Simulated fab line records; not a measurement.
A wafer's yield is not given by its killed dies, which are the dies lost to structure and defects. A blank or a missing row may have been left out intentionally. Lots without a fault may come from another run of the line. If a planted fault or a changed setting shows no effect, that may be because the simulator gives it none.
fab line records :: flow berkeleyCmos170
[record]
  lots = 14
  wafers = 42
  lastDay = 12
route steps=331 shown M2@284 V2@293
lots that met no fault: from a run of the same line without faults
startH: start of the lot's first displayed wafer, in hours after the record's first day :: waitH: how many hours have passed since the lot's step before this one :: " repeats the value in the row above :: L1.1+2: a row that stands for several wafers :: - no value, or no start given :: * or withheld: withheld :: < > ~ a bound
route shown NAME@n: NAME is a module with steps in the file, n the number in the route of the first one :: usual: mean and standard deviation over wafers with no fault :: same: alike in all rows :: chamber/n: place in a boat :: sites: per-site readings :: _std_site: the standard deviation of these :: _edge_site: the outer-site mean with the inner-site mean subtracted :: radiusMm: how far each site lies from the wafer's centre :: mask NAME#n: copy n :: behind: tool/chamber where the wafer was last shaped :: hold: the reason the lot was held/the length of the hold in hours/how it ended :: device: the n, p or np transistor that did not switch :: end of line: the route-end tests of the same wafers :: step lacking rows: just its recipe :: killed: dies lost to structure and defects at the first sort, not the wafer's yield :: map: shows each die of a wafer: x if killed, . if not, _ if none is there
set.NAME: the setting the step ran with; set.NAME@STEP: the setting that earlier step ran with :: model.NAME: the simulator's own value behind a step, which no gauge read
one table for each step of the route and one row for each wafer, over a sample of lots
[[steps]]
[step UCB170_M2_PEB_13]
[recipe]
  pebTempC = 130
  pebTimeS = withheld
  resist = KrF
[usual]
  chillPlateTempC = 23.01/0.11
  exhaustPa = 44.8/0.96
  plateTempC = 130.00/0.14
lot.wafer: L273.1
tool: lithoTrack-03
chamber: 0
startH: 169.85
waitH: 0.5
chillPlateTempC: 22.91
exhaustPa: 43.1
plateTempC: 129.94

lot.wafer: L273.2
tool: lithoTrack-03
chamber: 0
startH: 169.85
waitH: 0.5
chillPlateTempC: 22.95
exhaustPa: 44.9
plateTempC: 130.00

lot.wafer: L273.6
tool: lithoTrack-03
chamber: 0
startH: 169.85
waitH: 0.5
chillPlateTempC: 23.07
exhaustPa: 43.8
plateTempC: 130.13

lot.wafer: L272.2
tool: lithoTrack-03
chamber: 0
startH: 182.70
waitH: 0.2
chillPlateTempC: 23.08
exhaustPa: 45.3
plateTempC: 130.00

lot.wafer: L272.4
tool: lithoTrack-03
chamber: 0
startH: 182.70
waitH: 0.2
chillPlateTempC: 23.07
exhaustPa: 45.2
plateTempC: 130.00

lot.wafer: L272.5
tool: lithoTrack-03
chamber: 0
startH: 182.70
waitH: 0.2
chillPlateTempC: 23.16
exhaustPa: 44.6
plateTempC: 130.03

lot.wafer: L274.4
tool: lithoTrack-03
chamber: 0
startH: 183.03
waitH: 0.4
chillPlateTempC: 23.07
exhaustPa: 45.0
plateTempC: 130.12

lot.wafer: L274.5
tool: lithoTrack-03
chamber: 0
startH: 183.03
waitH: 0.4
chillPlateTempC: 23.15
exhaustPa: 45.2
plateTempC: 130.10

lot.wafer: L274.6
tool: lithoTrack-03
chamber: 0
startH: 183.03
waitH: 0.4
chillPlateTempC: 23.17
exhaustPa: 45.0
plateTempC: 129.93

lot.wafer: L277.3
tool: lithoTrack-03
chamber: -
startH: 197.09
waitH: 0.1
chillPlateTempC: -
exhaustPa: -
plateTempC: -

lot.wafer: L277.4
tool: lithoTrack-03
chamber: -
startH: 197.09
waitH: 0.1
chillPlateTempC: -
exhaustPa: -
plateTempC: -

lot.wafer: L277.5
tool: lithoTrack-03
chamber: -
startH: 197.09
waitH: 0.1
chillPlateTempC: -
exhaustPa: -
plateTempC: -

lot.wafer: L276.2
tool: lithoTrack-01
chamber: -
startH: 201.74
waitH: 0.4
chillPlateTempC: -
exhaustPa: -
plateTempC: -

lot.wafer: L276.3
tool: lithoTrack-01
chamber: -
startH: 201.74
waitH: 0.4
chillPlateTempC: -
exhaustPa: -
plateTempC: -

lot.wafer: L276.6
tool: lithoTrack-01
chamber: -
startH: 201.74
waitH: 0.4
chillPlateTempC: -
exhaustPa: -
plateTempC: -

lot.wafer: L282.1
tool: lithoTrack-04
chamber: 0
startH: 230.46
waitH: 0.5
chillPlateTempC: 22.99
exhaustPa: 46.2
plateTempC: 130.15

lot.wafer: L282.3
tool: lithoTrack-04
chamber: 0
startH: 230.46
waitH: 0.5
chillPlateTempC: 23.13
exhaustPa: 46.8
plateTempC: 129.97

lot.wafer: L282.5
tool: lithoTrack-04
chamber: 0
startH: 230.46
waitH: 0.5
chillPlateTempC: 23.00
exhaustPa: 46.6
plateTempC: 129.99

lot.wafer: L281.1
tool: lithoTrack-01
chamber: 0
startH: 234.68
waitH: 0.5
chillPlateTempC: 23.01
exhaustPa: 44.3
plateTempC: 130.13

lot.wafer: L281.5
tool: lithoTrack-01
chamber: 0
startH: 234.68
waitH: 0.5
chillPlateTempC: 23.20
exhaustPa: 44.6
plateTempC: 129.94

lot.wafer: L281.6
tool: lithoTrack-01
chamber: 0
startH: 234.68
waitH: 0.5
chillPlateTempC: 22.96
exhaustPa: 43.4
plateTempC: 130.01

lot.wafer: L284.3
tool: lithoTrack-01
chamber: 0
startH: 244.34
waitH: 0.7
chillPlateTempC: 23.10
exhaustPa: 45.2
plateTempC: 129.87

lot.wafer: L284.5
tool: lithoTrack-01
chamber: 0
startH: 244.34
waitH: 0.7
chillPlateTempC: 23.15
exhaustPa: 45.6
plateTempC: 129.64

lot.wafer: L284.6
tool: lithoTrack-01
chamber: 0
startH: 244.34
waitH: 0.7
chillPlateTempC: 22.96
exhaustPa: 44.6
plateTempC: 129.93

lot.wafer: L287.2
tool: lithoTrack-03
chamber: 0
startH: 244.79
waitH: 1.0
chillPlateTempC: 23.17
exhaustPa: 45.1
plateTempC: 130.17

lot.wafer: L287.4
tool: lithoTrack-03
chamber: 0
startH: 244.79
waitH: 1.0
chillPlateTempC: 23.04
exhaustPa: 44.6
plateTempC: 130.22

lot.wafer: L287.6
tool: lithoTrack-03
chamber: 0
startH: 244.79
waitH: 1.0
chillPlateTempC: 22.96
exhaustPa: 44.3
plateTempC: 130.24

lot.wafer: L285.2
tool: lithoTrack-01
chamber: 0
startH: 244.86
waitH: 0.9
chillPlateTempC: 23.10
exhaustPa: 46.1
plateTempC: 129.99

lot.wafer: L285.3
tool: lithoTrack-01
chamber: 0
startH: 244.86
waitH: 0.9
chillPlateTempC: 23.13
exhaustPa: 46.5
plateTempC: 130.22

lot.wafer: L285.6
tool: lithoTrack-01
chamber: 0
startH: 244.86
waitH: 0.9
chillPlateTempC: 23.00
exhaustPa: 44.2
plateTempC: 129.86

lot.wafer: L288.3
tool: lithoTrack-04
chamber: 0
startH: 246.01
waitH: 0.3
chillPlateTempC: 23.11
exhaustPa: 42.9
plateTempC: 129.87

lot.wafer: L288.5
tool: lithoTrack-04
chamber: 0
startH: 246.01
waitH: 0.3
chillPlateTempC: 22.89
exhaustPa: 43.4
plateTempC: 129.96

lot.wafer: L288.6
tool: lithoTrack-04
chamber: 0
startH: 246.01
waitH: 0.3
chillPlateTempC: 23.07
exhaustPa: 43.4
plateTempC: 129.87

lot.wafer: L289.4
tool: lithoTrack-03
chamber: 0
startH: 267.68
waitH: 0.1
chillPlateTempC: 23.09
exhaustPa: 43.6
plateTempC: 129.93

lot.wafer: L289.5
tool: lithoTrack-03
chamber: 0
startH: 267.68
waitH: 0.1
chillPlateTempC: 22.98
exhaustPa: 43.5
plateTempC: 129.83

lot.wafer: L289.6
tool: lithoTrack-03
chamber: 0
startH: 267.68
waitH: 0.1
chillPlateTempC: 23.13
exhaustPa: 44.7
plateTempC: 130.00

lot.wafer: L291.2
tool: lithoTrack-04
chamber: 0
startH: 267.78
waitH: 0.1
chillPlateTempC: 22.89
exhaustPa: 44.4
plateTempC: 130.18

lot.wafer: L291.4
tool: lithoTrack-04
chamber: 0
startH: 267.78
waitH: 0.1
chillPlateTempC: 22.90
exhaustPa: 45.8
plateTempC: 130.23

lot.wafer: L291.5
tool: lithoTrack-04
chamber: 0
startH: 267.78
waitH: 0.1
chillPlateTempC: 22.87
exhaustPa: 45.9
plateTempC: 130.18

lot.wafer: L292.3
tool: lithoTrack-03
chamber: 0
startH: 273.49
waitH: 0.8
chillPlateTempC: 23.00
exhaustPa: 45.2
plateTempC: 129.93

lot.wafer: L292.5
tool: lithoTrack-03
chamber: 0
startH: 273.49
waitH: 0.8
chillPlateTempC: 22.84
exhaustPa: 46.6
plateTempC: 130.41

lot.wafer: L292.6
tool: lithoTrack-03
chamber: 0
startH: 273.49
waitH: 0.8
chillPlateTempC: 23.07
exhaustPa: 46.3
plateTempC: 130.07
[step UCB170_V2_THK_MEAS_01]
[recipe]
  reads = SiO2_of_V2_CVD_00
[usual]
  V2_TEOS_THK = 2095/25
lot.wafer: L273.1
tool: filmMetro-03
chamber: -
startH: 170.88
waitH: 0.1
V2_TEOS_THK[nm]: 2119

lot.wafer: L273.2
tool: filmMetro-03
chamber: -
startH: 170.88
waitH: 0.1
V2_TEOS_THK[nm]: 2088

lot.wafer: L273.6
tool: filmMetro-03
chamber: -
startH: 170.88
waitH: 0.1
V2_TEOS_THK[nm]: 2113

lot.wafer: L272.2
tool: filmMetro-01
chamber: -
startH: 183.72
waitH: 0.1
V2_TEOS_THK[nm]: 2090

lot.wafer: L272.4
tool: filmMetro-01
chamber: -
startH: 183.72
waitH: 0.1
V2_TEOS_THK[nm]: 2133

lot.wafer: L272.5
tool: filmMetro-01
chamber: -
startH: 183.72
waitH: 0.1
V2_TEOS_THK[nm]: 2126

lot.wafer: L274.4
tool: filmMetro-02
chamber: -
startH: 184.02
waitH: 0.0
V2_TEOS_THK[nm]: 2099

lot.wafer: L274.5
tool: filmMetro-02
chamber: -
startH: 184.02
waitH: 0.0
V2_TEOS_THK[nm]: 2139

lot.wafer: L274.6
tool: filmMetro-02
chamber: -
startH: 184.02
waitH: 0.0
V2_TEOS_THK[nm]: 2133

lot.wafer: L282.1
tool: filmMetro-02
chamber: -
startH: 231.54
waitH: 0.1
V2_TEOS_THK[nm]: 2072

lot.wafer: L282.3
tool: filmMetro-02
chamber: -
startH: 231.54
waitH: 0.1
V2_TEOS_THK[nm]: 2085

lot.wafer: L282.5
tool: filmMetro-02
chamber: -
startH: 231.54
waitH: 0.1
V2_TEOS_THK[nm]: 2097

lot.wafer: L281.1
tool: filmMetro-01
chamber: -
startH: 235.90
waitH: 0.1
V2_TEOS_THK[nm]: 2077

lot.wafer: L281.5
tool: filmMetro-01
chamber: -
startH: 235.90
waitH: 0.1
V2_TEOS_THK[nm]: 2149

lot.wafer: L281.6
tool: filmMetro-01
chamber: -
startH: 235.90
waitH: 0.1
V2_TEOS_THK[nm]: 2119

lot.wafer: L284.3
tool: filmMetro-03
chamber: -
startH: 245.43
waitH: 0.1
V2_TEOS_THK[nm]: 2042

lot.wafer: L284.5
tool: filmMetro-03
chamber: -
startH: 245.43
waitH: 0.1
V2_TEOS_THK[nm]: 2064

lot.wafer: L284.6
tool: filmMetro-03
chamber: -
startH: 245.43
waitH: 0.1
V2_TEOS_THK[nm]: 2098

lot.wafer: L287.2
tool: filmMetro-01
chamber: -
startH: 245.91
waitH: 0.2
V2_TEOS_THK[nm]: 2085

lot.wafer: L287.4
tool: filmMetro-01
chamber: -
startH: 245.91
waitH: 0.2
V2_TEOS_THK[nm]: 2092

lot.wafer: L287.6
tool: filmMetro-01
chamber: -
startH: 245.91
waitH: 0.2
V2_TEOS_THK[nm]: 2072

lot.wafer: L285.2
tool: filmMetro-02
chamber: -
startH: 245.93
waitH: 0.1
V2_TEOS_THK[nm]: 2076

lot.wafer: L285.3
tool: filmMetro-02
chamber: -
startH: 245.93
waitH: 0.1
V2_TEOS_THK[nm]: 2076

lot.wafer: L285.6
tool: filmMetro-02
chamber: -
startH: 245.93
waitH: 0.1
V2_TEOS_THK[nm]: 2115

lot.wafer: L288.3
tool: filmMetro-03
chamber: -
startH: 247.07
waitH: 0.1
V2_TEOS_THK[nm]: 2074

lot.wafer: L288.5
tool: filmMetro-03
chamber: -
startH: 247.07
waitH: 0.1
V2_TEOS_THK[nm]: 2097

lot.wafer: L288.6
tool: filmMetro-03
chamber: -
startH: 247.07
waitH: 0.1
V2_TEOS_THK[nm]: 2100

lot.wafer: L289.4
tool: filmMetro-02
chamber: -
startH: 268.67
waitH: 0.0
V2_TEOS_THK[nm]: 2154

lot.wafer: L289.5
tool: filmMetro-02
chamber: -
startH: 268.67
waitH: 0.0
V2_TEOS_THK[nm]: 2127

lot.wafer: L289.6
tool: filmMetro-02
chamber: -
startH: 268.67
waitH: 0.0
V2_TEOS_THK[nm]: 2110

lot.wafer: L291.2
tool: filmMetro-03
chamber: -
startH: 268.80
waitH: 0.1
V2_TEOS_THK[nm]: 2077

lot.wafer: L291.4
tool: filmMetro-03
chamber: -
startH: 268.80
waitH: 0.1
V2_TEOS_THK[nm]: 2114

lot.wafer: L291.5
tool: filmMetro-03
chamber: -
startH: 268.80
waitH: 0.1
V2_TEOS_THK[nm]: 2110

lot.wafer: L292.3
tool: filmMetro-01
chamber: -
startH: 274.49
waitH: 0.1
V2_TEOS_THK[nm]: 2109

lot.wafer: L292.5
tool: filmMetro-01
chamber: -
startH: 274.49
waitH: 0.1
V2_TEOS_THK[nm]: 2129

lot.wafer: L292.6
tool: filmMetro-01
chamber: -
startH: 274.49
waitH: 0.1
V2_TEOS_THK[nm]: 2089
[step UCB170_V2_CD_MEAS_12]
[recipe]
  targetCdNm = 700
[usual]
  cdNm = 700.0/1.3
lot.wafer: L273.1
tool: cdSem-02
chamber: -
startH: 173.65
waitH: -
cdNm: 700.6

lot.wafer: L273.2
tool: cdSem-02
chamber: -
startH: 173.65
waitH: -
cdNm: 700.7

lot.wafer: L273.6
tool: cdSem-02
chamber: -
startH: 173.65
waitH: -
cdNm: 701.4

lot.wafer: L272.2
tool: cdSem-02
chamber: -
startH: 185.98
waitH: -
cdNm: 700.5

lot.wafer: L272.4
tool: cdSem-02
chamber: -
startH: 185.98
waitH: -
cdNm: 700.1

lot.wafer: L272.5
tool: cdSem-02
chamber: -
startH: 185.98
waitH: -
cdNm: 699.4

lot.wafer: L274.4
tool: cdSem-02
chamber: -
startH: 186.21
waitH: -
cdNm: 701.5

lot.wafer: L274.5
tool: cdSem-02
chamber: -
startH: 186.21
waitH: -
cdNm: 700.3

lot.wafer: L274.6
tool: cdSem-02
chamber: -
startH: 186.21
waitH: -
cdNm: 699.6

lot.wafer: L282.1
tool: cdSem-02
chamber: -
startH: 236.00
waitH: -
cdNm: 700.1

lot.wafer: L282.3
tool: cdSem-02
chamber: -
startH: 236.00
waitH: -
cdNm: 698.9

lot.wafer: L282.5
tool: cdSem-02
chamber: -
startH: 236.00
waitH: -
cdNm: 698.3

lot.wafer: L281.1
tool: cdSem-02
chamber: -
startH: 240.49
waitH: -
cdNm: 698.3

lot.wafer: L281.5
tool: cdSem-02
chamber: -
startH: 240.49
waitH: -
cdNm: 698.1

lot.wafer: L281.6
tool: cdSem-02
chamber: -
startH: 240.49
waitH: -
cdNm: 698.5

lot.wafer: L284.3
tool: cdSem-01
chamber: -
startH: 247.85
waitH: -
cdNm: 700.4

lot.wafer: L284.5
tool: cdSem-01
chamber: -
startH: 247.85
waitH: -
cdNm: 699.7

lot.wafer: L284.6
tool: cdSem-01
chamber: -
startH: 247.85
waitH: -
cdNm: 700.6

lot.wafer: L287.2
tool: cdSem-02
chamber: -
startH: 248.65
waitH: -
cdNm: 699.5

lot.wafer: L287.4
tool: cdSem-02
chamber: -
startH: 248.65
waitH: -
cdNm: 699.3

lot.wafer: L287.6
tool: cdSem-02
chamber: -
startH: 248.65
waitH: -
cdNm: 699.6

lot.wafer: L285.2
tool: cdSem-02
chamber: -
startH: 248.93
waitH: -
cdNm: 701.7

lot.wafer: L285.3
tool: cdSem-02
chamber: -
startH: 248.93
waitH: -
cdNm: 701.6

lot.wafer: L285.6
tool: cdSem-02
chamber: -
startH: 248.93
waitH: -
cdNm: 703.8

lot.wafer: L288.3
tool: cdSem-01
chamber: -
startH: 249.95
waitH: -
cdNm: 700.3

lot.wafer: L288.5
tool: cdSem-01
chamber: -
startH: 249.95
waitH: -
cdNm: 698.0

lot.wafer: L288.6
tool: cdSem-01
chamber: -
startH: 249.95
waitH: -
cdNm: 697.0

lot.wafer: L289.4
tool: cdSem-02
chamber: -
startH: 270.54
waitH: -
cdNm: 701.5

lot.wafer: L289.5
tool: cdSem-02
chamber: -
startH: 270.54
waitH: -
cdNm: 700.6

lot.wafer: L289.6
tool: cdSem-02
chamber: -
startH: 270.54
waitH: -
cdNm: 700.0

lot.wafer: L291.2
tool: cdSem-01
chamber: -
startH: 271.16
waitH: -
cdNm: 701.8

lot.wafer: L291.4
tool: cdSem-01
chamber: -
startH: 271.16
waitH: -
cdNm: 700.1

lot.wafer: L291.5
tool: cdSem-01
chamber: -
startH: 271.16
waitH: -
cdNm: 700.5

lot.wafer: L292.3
tool: cdSem-02
chamber: -
startH: 276.79
waitH: -
cdNm: 698.0

lot.wafer: L292.5
tool: cdSem-02
chamber: -
startH: 276.79
waitH: -
cdNm: 697.6

lot.wafer: L292.6
tool: cdSem-02
chamber: -
startH: 276.79
waitH: -
cdNm: 697.4
[step UCB170_V2_OVL_MEAS_13]
[usual]
  V2_OVL = 2/6.9
lot.wafer: L273.1
tool: overlay-01
chamber: -
startH: 173.77
waitH: 0.1
V2_OVL[nm]: -10

lot.wafer: L273.2
tool: overlay-01
chamber: -
startH: 173.77
waitH: 0.1
V2_OVL[nm]: -7

lot.wafer: L273.6
tool: overlay-01
chamber: -
startH: 173.77
waitH: 0.1
V2_OVL[nm]: -1

lot.wafer: L272.2
tool: overlay-02
chamber: -
startH: 186.09
waitH: 0.1
V2_OVL[nm]: 5

lot.wafer: L272.4
tool: overlay-02
chamber: -
startH: 186.09
waitH: 0.1
V2_OVL[nm]: 8

lot.wafer: L272.5
tool: overlay-02
chamber: -
startH: 186.09
waitH: 0.1
V2_OVL[nm]: 14

lot.wafer: L274.4
tool: overlay-01
chamber: -
startH: 186.29
waitH: 0.1
V2_OVL[nm]: 8

lot.wafer: L274.5
tool: overlay-01
chamber: -
startH: 186.29
waitH: 0.1
V2_OVL[nm]: -2

lot.wafer: L274.6
tool: overlay-01
chamber: -
startH: 186.29
waitH: 0.1
V2_OVL[nm]: 2

lot.wafer: L282.1
tool: overlay-02
chamber: -
startH: 236.12
waitH: 0.1
V2_OVL[nm]: 3

lot.wafer: L282.3
tool: overlay-02
chamber: -
startH: 236.12
waitH: 0.1
V2_OVL[nm]: 0

lot.wafer: L282.5
tool: overlay-02
chamber: -
startH: 236.12
waitH: 0.1
V2_OVL[nm]: 3

lot.wafer: L281.1
tool: overlay-01
chamber: -
startH: 240.61
waitH: 0.1
V2_OVL[nm]: 2

lot.wafer: L281.5
tool: overlay-01
chamber: -
startH: 240.61
waitH: 0.1
V2_OVL[nm]: 7

lot.wafer: L281.6
tool: overlay-01
chamber: -
startH: 240.61
waitH: 0.1
V2_OVL[nm]: 15

lot.wafer: L284.3
tool: overlay-01
chamber: -
startH: 247.94
waitH: 0.1
V2_OVL[nm]: -5

lot.wafer: L284.5
tool: overlay-01
chamber: -
startH: 247.94
waitH: 0.1
V2_OVL[nm]: -6

lot.wafer: L284.6
tool: overlay-01
chamber: -
startH: 247.94
waitH: 0.1
V2_OVL[nm]: 1

lot.wafer: L287.2
tool: overlay-01
chamber: -
startH: 248.76
waitH: 0.1
V2_OVL[nm]: -11

lot.wafer: L287.4
tool: overlay-01
chamber: -
startH: 248.76
waitH: 0.1
V2_OVL[nm]: -4

lot.wafer: L287.6
tool: overlay-01
chamber: -
startH: 248.76
waitH: 0.1
V2_OVL[nm]: 0

lot.wafer: L285.2
tool: overlay-02
chamber: -
startH: 249.04
waitH: 0.1
V2_OVL[nm]: 9

lot.wafer: L285.3
tool: overlay-02
chamber: -
startH: 249.04
waitH: 0.1
V2_OVL[nm]: 6

lot.wafer: L285.6
tool: overlay-02
chamber: -
startH: 249.04
waitH: 0.1
V2_OVL[nm]: 5

lot.wafer: L288.3
tool: overlay-02
chamber: -
startH: 250.04
waitH: 0.1
V2_OVL[nm]: 13

lot.wafer: L288.5
tool: overlay-02
chamber: -
startH: 250.04
waitH: 0.1
V2_OVL[nm]: 13

lot.wafer: L288.6
tool: overlay-02
chamber: -
startH: 250.04
waitH: 0.1
V2_OVL[nm]: 8

lot.wafer: L289.4
tool: overlay-02
chamber: -
startH: 270.62
waitH: 0.1
V2_OVL[nm]: 9

lot.wafer: L289.5
tool: overlay-02
chamber: -
startH: 270.62
waitH: 0.1
V2_OVL[nm]: 6

lot.wafer: L289.6
tool: overlay-02
chamber: -
startH: 270.62
waitH: 0.1
V2_OVL[nm]: 9

lot.wafer: L291.2
tool: overlay-01
chamber: -
startH: 271.27
waitH: 0.1
V2_OVL[nm]: 13

lot.wafer: L291.4
tool: overlay-01
chamber: -
startH: 271.27
waitH: 0.1
V2_OVL[nm]: 4

lot.wafer: L291.5
tool: overlay-01
chamber: -
startH: 271.27
waitH: 0.1
V2_OVL[nm]: 1

lot.wafer: L292.3
tool: overlay-02
chamber: -
startH: 276.89
waitH: 0.1
V2_OVL[nm]: 0

lot.wafer: L292.5
tool: overlay-02
chamber: -
startH: 276.89
waitH: 0.1
V2_OVL[nm]: 2

lot.wafer: L292.6
tool: overlay-02
chamber: -
startH: 276.89
waitH: 0.1
V2_OVL[nm]: 6
[[key]]
[firstSign]
  step = UCB170_M2_PEB_13
  reading = toolRecord
  direction = missing
effect none on later readings
metAt UCB170_M2_PEB_13
struckLots L276,L277
laterRowsLeftOut L276.2,L276.3,L276.6,L277.3,L277.4,L277.5
sortLeftOut L276.2,L276.3,L276.6,L277.3,L277.4,L277.5
testerLeftOut L276,L277
notActingAt UCB170_V2_THK_MEAS_01,UCB170_V2_CD_MEAS_12,UCB170_V2_OVL_MEAS_13
onsetBetween 183.03 197.09
[earlierFault]
  kind = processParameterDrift
  tool = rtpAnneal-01
  chamber = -
  onsetH = 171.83
  steps = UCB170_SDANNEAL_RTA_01
  channel = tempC
  offset = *
  shape = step
  endH = 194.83
  actsIn = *
  stated = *
[fault]
  kind = skippedStepWhole
  tool = lithoTrack-01,lithoTrack-03
  chamber = -
  onsetH = 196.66
  steps = UCB170_M2_PEB_13
  scope = struckLotsOnly
// testerLeftOut: of these lots the tester's yield and bins aren't shown, on N5 and GAA mostly nor the transistor test; their killed dies are dies lost to structure and defects alone, not to doping, threshold or leakage, so they don't give the yield
// sortLeftOut: the simulated sort isn't trusted on such a fault, so these wafers' sort isn't shown, and their yield isn't known
// laterRowsLeftOut: the simulator's readings of these wafers behind a module that went badly wrong aren't trusted and aren't shown, but for the sort
